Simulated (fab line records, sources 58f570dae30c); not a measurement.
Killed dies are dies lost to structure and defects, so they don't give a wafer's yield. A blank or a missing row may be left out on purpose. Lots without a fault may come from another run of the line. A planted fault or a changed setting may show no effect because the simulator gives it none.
fab line records | flow berkeley_cmos170
record lots=5 wafers=15 last_day=13
route steps=331 shown CONTACT@234 M1@238
lots that met no fault: from a run of the same line without faults
start_h: hours from the record's first day to the start of the lot's first wafer shown | wait_h: hours since the lot's step before | " the same as in the row above | L1.1+2: a row that stands for several wafers | - no value, or no start given | * or withheld: withheld | < > ~ a bound
route shown NAME@n: a module of which the file shows steps, and the number in the route of the first | usual: mean/standard deviation of fault-free wafers | same: alike in all rows | chamber/n: place in a boat | sites: the reading at each site | _std_site: their standard deviation | _edge_site: outer sites' mean less inner sites' | radius_mm: how far each site lies from the wafer's centre | mask NAME#n: copy n | behind: the tool/chamber that last shaped the wafer | hold: why the lot was held/for how many hours/how that ended | device: the transistor (n, p or np) that didn't switch | end of line: the same wafers' tests at the end of the route | a step without rows: its recipe alone | killed: dies lost to structure and defects at the first sort, not the wafer's yield | map: a wafer's dies, x killed, . not, _ none there
set.NAME: the setting as run; set.NAME@STEP: as run at that earlier step | model.NAME: the simulator's own value behind a step, which no gauge read
lots at some steps of the route; a table a step, a row a wafer
services: from which hour (start_h, from the record's first day; less than 0 if before it) a tool's chamber was out of use, for how many hours, and why
## steps
# step UCB170_CONTACT_ETCH_18
# recipe chemistry=CHF3/CF4/Ar target=PSG stop_on=TiSi2 CHF3_flow_sccm=45 cf4_flow_sccm=15 Ar_flow_sccm=150 pressure_mtorr=200 rf_w=700 target_depth_a=8400 over_etch_frac=0.2 time_s=195
# usual drypump_motor_current_A=5.6/0.45 oes_product_au=0.885/0.014 throttle_valve_pct=6.95/0.14
# same time_s=195
# columns lot.wafer tool chamber start_h wait_h drypump_motor_current_A oes_product_au rf_hours_counter_h throttle_valve_pct
L218.3 rie_diel-03 2 - - 6.0 0.896 103 6.95
L218.4 " 0 " " 5.8 0.884 - 6.86
L218.6 " 3 " " 6.0 0.895 - 6.73
L223.2 rie_diel-01 0 - - 5.0 0.885 10 6.78
L223.3 " 3 " " 5.5 0.871 85 7.09
L223.5 " 0 " " 5.0 0.882 - 6.76
L225.1 rie_diel-01 2 - - 5.0 0.901 25 7.08
L225.4 " 1 " " 5.8 0.876 94 6.83
L225.6 " 3 " " 5.5 0.867 - 7.08
L227.2 rie_diel-04 1 - - 5.5 0.908 10 7.07
L227.5 " 3 " " 5.4 0.866 - 7.11
L227.6 " 1 " " 5.5 0.899 - 7.09
L231.1 rie_diel-04 0 - - 6.3 0.883 1 6.95
L231.2 " 3 " " 5.4 0.858 86 7.11
L231.5 " 1 " " 5.4 0.900 - 7.09
# step UCB170_CONTACT_STRIP_19
# recipe chemistry=O2 power_w=400 pressure_mtorr=3500 platen_temp_c=withheld o2_flow_sccm=400 overash_fraction=0.5
# usual drypump_motor_current_A=5.95/0.27 oes_product_au=0.725/0.0046
# same overash_fraction=0.5
# columns lot.wafer tool chamber start_h wait_h drypump_motor_current_A oes_product_au rf_hours_counter_h
L218.3 plasma_asher-03 0 236.88 - 6.32 0.722 -
L218.4 " 1 " " 5.85 0.732 -
L218.6 " 1 " " 5.85 0.722 -
L223.2 plasma_asher-03 0 248.22 - 6.34 0.720 50
L223.3 " 1 " " 5.86 0.720 -
L223.5 " 1 " " 5.86 0.717 -
L225.1 plasma_asher-03 0 263.78 - 6.35 0.723 51
L225.4 " 1 " " 5.86 0.727 -
L225.6 " 1 " " 5.87 0.727 -
L227.2 plasma_asher-02 0 264.07 - 5.56 0.724 56
L227.5 " 1 " " 5.91 0.729 -
L227.6 " 0 " " 5.56 0.723 -
L231.1 plasma_asher-03 1 291.88 - 5.86 0.728 54
L231.2 " 0 " " 6.32 0.732 54
L231.5 " 0 " " 6.30 0.725 -
# step UCB170_CONTACT_CD_MEAS_90
# recipe target_cd_nm=700
# usual cd_nm=700.1/1.7
# columns lot.wafer tool chamber start_h wait_h cd_nm
L218.3 cd_sem-01 - 236.98 0.1 698.9
L218.4 " - " " 700.7
L218.6 " - " " 701.9
L223.2 cd_sem-02 - 248.34 0.1 702.0
L223.3 " - " " 701.5
L223.5 " - " " 702.4
L225.1 cd_sem-01 - 264.10 0.3 702.9
L225.4 " - " " 701.7
L225.6 " - " " 702.6
L227.2 cd_sem-01 - 264.48 0.4 702.2
L227.5 " - " " 701.6
L227.6 " - " " 700.2
L231.1 cd_sem-01 - 291.98 0.1 704.5
L231.2 " - " " 704.6
L231.5 " - " " 702.1
# step UCB170_CONTACT_CLEAN_20
# recipe chemistry=SPM temp_c=120 time_s=600
# step UCB170_M1_SPUTTER_00
# recipe material=Al target_thk_nm=600 time_s=80 power_w=6000 chamber_pressure_pa=0.5
# usual cathode_dc_power_W=6000.0/1 throttle_valve_pct=30.0/1
# same time_s=80
# columns lot.wafer tool chamber start_h wait_h cathode_dc_power_W throttle_valve_pct
L218.3 pvd_sputter-03 - 237.27 0.0 6001.7 28.9
L218.4 " - " " 6001.8 28.9
L218.6 " - " " 6000.0 30.5
L223.2 pvd_sputter-02 - 248.65 0.0 5998.5 29.5
L223.3 " - " " 5998.9 29.2
L223.5 " - " " 5998.3 29.7
L225.1 pvd_sputter-02 - 264.42 0.0 5999.1 29.0
L225.4 " - " " 5999.9 29.8
L225.6 " - " " 6000.8 29.0
L227.2 pvd_sputter-04 - 264.78 0.0 5999.0 31.5
L227.5 " - " " 6000.3 29.1
L227.6 " - " " 5999.6 31.3
L231.1 pvd_sputter-03 - 292.29 0.0 5998.9 29.1
L231.2 " - " " 5999.6 30.5
L231.5 " - " " 6001.4 29.4
# step UCB170_M1_RS_MEAS_01
# recipe thk_meas_gauge=four-point-probe reads=Al_of_M1_SPUTTER_00
# usual M1_AL_RS=0.0484/0.00046
# columns lot.wafer tool chamber start_h wait_h M1_AL_RS[ohm/sq]
L218.3 film_metro-03 - 237.37 0.1 0.0482
L218.4 " - " " 0.0482
L218.6 " - " " 0.0486
L223.2 film_metro-04 - 248.73 0.1 0.0487
L223.3 " - " " 0.0485
L223.5 " - " " 0.0487
L225.1 film_metro-04 - 264.48 0.0 0.0483
L225.4 " - " " 0.0486
L225.6 " - " " 0.0483
L227.2 film_metro-01 - 264.86 0.1 0.0489
L227.5 " - " " 0.0490
L227.6 " - " " 0.0493
L231.1 film_metro-01 - 292.35 0.0 0.0485
L231.2 " - " " 0.0486
L231.5 " - " " 0.0484
# step UCB170_M1_THK_MEAS_02
# recipe thk_meas_gauge=xrf reads=Al_of_M1_SPUTTER_00
# usual M1_AL_THK=579/6
# columns lot.wafer tool chamber start_h wait_h M1_AL_THK[nm]
L218.3 film_metro-03 - 237.47 0.1 584
L218.4 " - " " 584
L218.6 " - " " 577
L223.2 film_metro-04 - 248.84 0.1 578
L223.3 " - " " 582
L223.5 " - " " 575
L225.1 film_metro-04 - 264.60 0.1 580
L225.4 " - " " 579
L225.6 " - " " 581
L227.2 film_metro-01 - 264.97 0.1 570
L227.5 " - " " 574
L227.6 " - " " 571
L231.1 film_metro-01 - 292.47 0.1 583
L231.2 " - " " 576
L231.5 " - " " 579
# step UCB170_M1_COAT_03
# recipe resist=BARC temp_c=withheld time_s=withheld spin_rpm=3000 resist_thk_nm=withheld
# step UCB170_M1_COAT_04
# recipe resist=KrF spin_rpm=1500 resist_thk_nm=900
# step UCB170_M1_SOFTBAKE_05
# recipe resist=KrF temp_c=130 time_s=60
# step UCB170_M1_EXPOSE_06
# recipe mask_id=METAL1 target_cd_nm=700 na=0.5 sigma_outer=0.6 source_shape=conventional dose_mj=21
# step UCB170_M1_PEB_07
# recipe peb_temp_c=130 peb_time_s=withheld resist=KrF
# step UCB170_M1_DEVELOP_08
# recipe developer=TMAH develop_time_s=45 resist=KrF dev_temp_c=21
# usual chill_plate_temp_C=22.99/0.11 develop_time_s=45/0
# columns lot.wafer tool chamber start_h wait_h chill_plate_temp_C develop_time_s model.KrF_of_M1_COAT_04.thk_nm
L218.3 litho_track-04 0 238 - 22.97 45 888.3
L218.4 " 0 " " 23.12 45 886.6
L218.6 " 0 " " 23.07 45 887.4
L223.2 litho_track-03 - 249 - - - 902.3
L223.3 " - " " - - 898.8
L223.5 " - " " - - 901.2
L225.1 litho_track-02 0 265 - 22.83 45 884
L225.4 " 0 " " 22.97 45 885.8
L225.6 " 0 " " 22.92 45 884.2
L227.2 litho_track-02 0 265 - 22.93 45 890.4
L227.5 " 0 " " 23.05 45 891.3
L227.6 " 0 " " 22.82 45 889.2
L231.1 litho_track-04 0 293 - 23.25 45 884.4
L231.2 " 0 " " 23.10 45 886.6
L231.5 " 0 " " 23.12 45 887.2
# step UCB170_M1_CD_MEAS_09
# recipe target_cd_nm=700
# usual cd_nm=700.3/1.5
# columns lot.wafer tool chamber start_h wait_h cd_nm
L218.3 cd_sem-02 - 238.73 - 701.1
L218.4 " - " " 701.2
L218.6 " - " " 702.1
L223.2 cd_sem-02 - 250.02 - -
L223.3 " - " " -
L223.5 " - " " -
L225.1 cd_sem-01 - 265.50 - 698.4
L225.4 " - " " 698.0
L225.6 " - " " 698.4
L227.2 cd_sem-01 - 266.07 - 698.8
L227.5 " - " " 699.9
L227.6 " - " " 699.1
L231.1 cd_sem-02 - 293.71 - 700.5
L231.2 " - " " 700.1
L231.5 " - " " 700.0
## services
# columns tool chamber start_h hours kind
rie_diel-04 0 218.30 11.4 repair
rie_diel-03 1 219.09 - clean
rie_diel-03 1 219.09 17.9 scheduled_down
rie_diel-03 1 219.09 17.9 vent_cycle
rie_diel-04 0 249.60 - clean
rie_diel-04 0 249.60 17.6 scheduled_down
rie_diel-04 0 249.60 17.6 vent_cycle
rie_diel-03 0 253.12 8.9 repair
pvd_sputter-04 - 268.07 1.9 repair
rie_diel-04 - 270.41 2.8 pm
plasma_asher-03 - 279.72 4.3 pm
plasma_asher-02 - 282.34 2.1 repair
rie_diel-04 2 284.31 12.7 repair
pvd_sputter-02 - 290.41 5.5 repair
## key
first_sign step=UCB170_M1_DEVELOP_08 reading=tool_record direction=missing
effect none on later readings
model_effect step=UCB170_M1_DEVELOP_08 value=KrF_of_M1_COAT_04.thk_nm without=886.6 struck=900.8
met_at UCB170_M1_DEVELOP_08
struck_wafers L223.2,L223.3,L223.5
later_rows_left_out L223.2,L223.3,L223.5
sort_left_out L223.2,L223.3,L223.5
fault kind=skipped_step_whole tool=litho_track-02,litho_track-03 chamber=- onset_h=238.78 steps=UCB170_M1_DEVELOP_08 scope=struck_lots_only
# sort_left_out: the simulated sort isn't trusted on such a fault, so these wafers' sort isn't shown, and their yield isn't known
# later_rows_left_out: the simulator's readings of these wafers behind a module that went badly wrong aren't trusted and aren't shown, but for the sort
